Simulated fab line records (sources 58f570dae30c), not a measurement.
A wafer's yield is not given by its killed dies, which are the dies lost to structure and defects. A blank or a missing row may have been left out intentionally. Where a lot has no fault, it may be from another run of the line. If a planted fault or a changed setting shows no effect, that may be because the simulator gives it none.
Matching of chambers	flow berkeley-cmos170	UCB170_M1_ETCH_11 on rie-diel-04: 4 sister chambers
The step etches BARC in N2/H2. 4 wafers are shown with their chamber, then 7 later ones without.

WAFERS WITH THEIR CHAMBER
wafer	chamber	throttle-valve-pct (%)
L786.6	1	13.39
L793.6	3	13.42
L792.1	2	13.11
L792.2	0	13.19

WAFERS WHOSE CHAMBER IS MISSING
wafer	throttle-valve-pct (%)
L792.3	13.40
L801.1	13.41
L801.2	13.37
L801.4	13.11
L803.1	13.13
L803.4	13.41
L803.6	13.41

WHICH CHAMBER EACH WENT THROUGH
wafer	from the rows above	in truth
L792.3	can't be placed: 1 or 3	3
L801.1	can't be placed: 3 or 1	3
L801.2	1	1
L801.4	2	2
L803.1	2	2
L803.4	can't be placed: 3 or 1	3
L803.6	can't be placed: 3 or 1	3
3 of 7 placed correctly. Can't be placed from these rows: 4 (the true chamber is among the candidates in 4). Number placed wrongly: 0.
How it was worked out, from the rows above alone: a wafer's distance from a chamber is the root of the sum, over the readings, of the square of ((its reading less the chamber's mean) divided by the reading's scatter). The wafer belongs to the nearest chamber; if the next one is less than 2 further off, it can't be placed. For every chamber, the mean is computed from those of its wafers that are shown. The scatter (one wafer shown for each chamber): square how far every hidden wafer sits from the nearest shown wafer, average those squares and take the square root.
